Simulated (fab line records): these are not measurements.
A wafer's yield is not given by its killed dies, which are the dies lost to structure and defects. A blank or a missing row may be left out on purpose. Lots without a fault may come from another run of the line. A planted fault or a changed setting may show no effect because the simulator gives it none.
A struck lot beside a sound one + flow rit_cmos + 34 steps out of a route of 202
Sound: these wafers, L423.1, L423.3, L423.6. Wafers L433.1, L433.2, L433.6 were the ones struck. Last of all comes the cause.
Each step with rows lists, per side, the tool, then ch with its chambers, then its first start. Under that, the readings that differ: sound wafers + struck wafers + difference of the means + sigmas: that difference in standard deviations of wafers without a fault.
alike: readings with means less than 2 such deviations apart, plus words and numbers identical on both sides. not compared: withheld readings, readings lacking a value on some wafer, bounds such as >300 that could conceal the same value, and numbers that have no deviation in the record and whose values overlap.
The two part at a step that has a row with sigmas, a row that says differs or no value, or rows on one side only. When numbers do not overlap yet have no deviation, they are printed without sigmas and do not part them. A reading that every wafer of one side lacks parts them only if that side has two wafers or more.

first, 2 steps without rows for these wafers: RIT_SPACER_CLEAN_02 (cleans in SC2, time 600 s); RIT_SPACER_CVD_03 (deposits Si3N4 from SiH2Cl2/NH3, target thk 250 nm, time 3300 s).
RIT_SPACER_THK_MEAS_04:
  sound: film_metro-01 at day 3 11:23; struck: film_metro-01 at day 5 15:34
| reading                 | sound             | struck            | difference | sigmas |
|-------------------------|-------------------|-------------------|------------|--------|
| SPACER_NITRIDE_THK (nm) | 252.3 252.9 252.4 | 246.3 248.4 246.2 | -5.6       | -2     |
RIT_SPACER_ETCHBACK_05: etches Si3N4 in SF6/CHF3, stops on SiO2, target depth 250 nm, time 240 s.
  sound on rie_diel-03 ch 0,2, day 3 11:26; struck on rie_diel-04 ch 0,3, day 5 15:38
  alike: drypump_motor_current_A, oes_product_au, throttle_valve_pct
  not compared: rf_hours_counter_h
then, 6 steps without rows for these wafers: RIT_NSD_HMDS_00 (prime time 60 s); RIT_NSD_COAT_01 (resist thk 1000 nm); RIT_NSD_SOFTBAKE_02 (time 60 s); RIT_NSD_EXPOSE_03 (exposes mask M9, target cd 40700 nm); RIT_NSD_PEB_04; RIT_NSD_DEVELOP_05 (develop time 50 s).
RIT_NSD_OVL_MEAS_06:
  sound: overlay-02 at day 3 12:26; struck: overlay-01 at day 5 16:46
  alike: NSD_OVL
then, 1 step without rows for these wafers: RIT_NSD_HARDBAKE_07 (time 60 s).
RIT_NSD_IMPLANT_08:
  sound on implanter-02 ch 0, day 3 12:38; struck on implanter-02 ch 0, day 5 16:56
| reading                   | sound                | struck               | difference | sigmas      |
|---------------------------|----------------------|----------------------|------------|-------------|
| beam_energy_keV           | 25.010 24.998 25.004 | 22.510 22.497 22.503 | -2.501     | -99 or more |
| model.implant.rp_nm (nm)  | 33.76 33.76 33.76    | 30.55 30.55 30.55    | -3.21      |             |
| model.implant.drp_nm (nm) | 14.84 14.84 14.84    | 13.92 13.92 13.92    | -0.92      |             |
  alike: beam_on_s
RIT_NSD_STRIP_09: strips in O2, time 180 s.
  sound on plasma_asher-02 ch 0,1, day 3 12:47; struck on plasma_asher-01 ch 0,1, day 5 17:05
  alike: drypump_motor_current_A
  not compared: rf_hours_counter_h
RIT_NSD_TW_MEAS_10:
  sound: film_metro-03 at day 3 12:57; struck: film_metro-02 at day 5 17:16
| reading | sound          | struck         | difference | sigmas |
|---------|----------------|----------------|------------|--------|
| NSD_TW  | 3154 3146 3133 | 3041 3045 3048 | -100       | -4     |
  not compared: hold
then, 6 steps without rows for these wafers: RIT_PSD_HMDS_00 (prime time 60 s); RIT_PSD_COAT_01 (resist thk 1000 nm); RIT_PSD_SOFTBAKE_02 (time 60 s); RIT_PSD_EXPOSE_03 (exposes mask M10, target cd 40900 nm); RIT_PSD_PEB_04; RIT_PSD_DEVELOP_05 (develop time 50 s).
RIT_PSD_OVL_MEAS_06:
  sound: overlay-02 at day 3 13:52; struck: overlay-02 at day 5 18:18
  alike: PSD_OVL
then, 2 steps without rows for these wafers: RIT_PSD_HARDBAKE_07 (time 60 s); RIT_PSD_IMPLANT_08.
RIT_PSD_STRIP_09: strips in O2, time 180 s.
  sound on plasma_asher-04 ch 0, day 3 14:12; struck on plasma_asher-03 ch 0,1, day 5 18:38
  alike: drypump_motor_current_A
  not compared: rf_hours_counter_h
RIT_PSD_TW_MEAS_10:
  sound: film_metro-04 at day 3 14:22; struck: film_metro-04 at day 5 18:49
  alike: PSD_TW
then, 3 steps without rows for these wafers: RIT_SDANNEAL_CLEAN_00 (cleans in SC1, time 600 s); RIT_SDANNEAL_CLEAN_01 (cleans in dHF, time 30 s); RIT_SDANNEAL_CLEAN_02 (cleans in SC2, time 600 s).
RIT_SDANNEAL_RTA_03: time 5 s.
  sound on rtp_anneal-01 ch 0, day 3 14:49; struck on rtp_anneal-01 ch 0, day 5 19:16
  alike: wafer_temp_C_max
RIT_SDANNEAL_RS_MEAS_04: measurement is done with a four-point probe.
  sound: film_metro-02 at day 3 14:52; struck: film_metro-02 at day 5 19:20
  alike: PSD_RS
RIT_SDANNEAL_RS_MEAS_05: measurement is done with a four-point probe.
  sound: film_metro-02 at day 3 14:59; struck: film_metro-02 at day 5 19:49
| reading         | sound             | struck            | difference | sigmas |
|-----------------|-------------------|-------------------|------------|--------|
| NSD_RS (ohm/sq) | 84.83 84.84 84.87 | 85.59 85.56 85.42 | +0.68      | +2     |
  not compared: hold
RIT_SDANNEAL_RS_MEAS_06: measurement is done with a four-point probe.
  sound: film_metro-02 at day 3 15:07; struck: film_metro-02 at day 5 19:56
  alike: PLDD_RS
  not compared: hold
RIT_M1_PROBE_99:
  sound: prober-02 at day 3 23:14; struck: prober-02 at day 6 03:47
  alike: killed_at_M0_to_M3, killed_at_contacts, killed_at_front_end, killed_dies, killed_on_rim, killed_open, killed_short

## WHERE THEY PART
First at RIT_SPACER_THK_MEAS_04; last, within this record, at RIT_SDANNEAL_RS_MEAS_05. Later steps at which nothing parts them and some readings are alike: RIT_SDANNEAL_RS_MEAS_06, RIT_M1_PROBE_99.

WHY: whatever the simulator had introduced
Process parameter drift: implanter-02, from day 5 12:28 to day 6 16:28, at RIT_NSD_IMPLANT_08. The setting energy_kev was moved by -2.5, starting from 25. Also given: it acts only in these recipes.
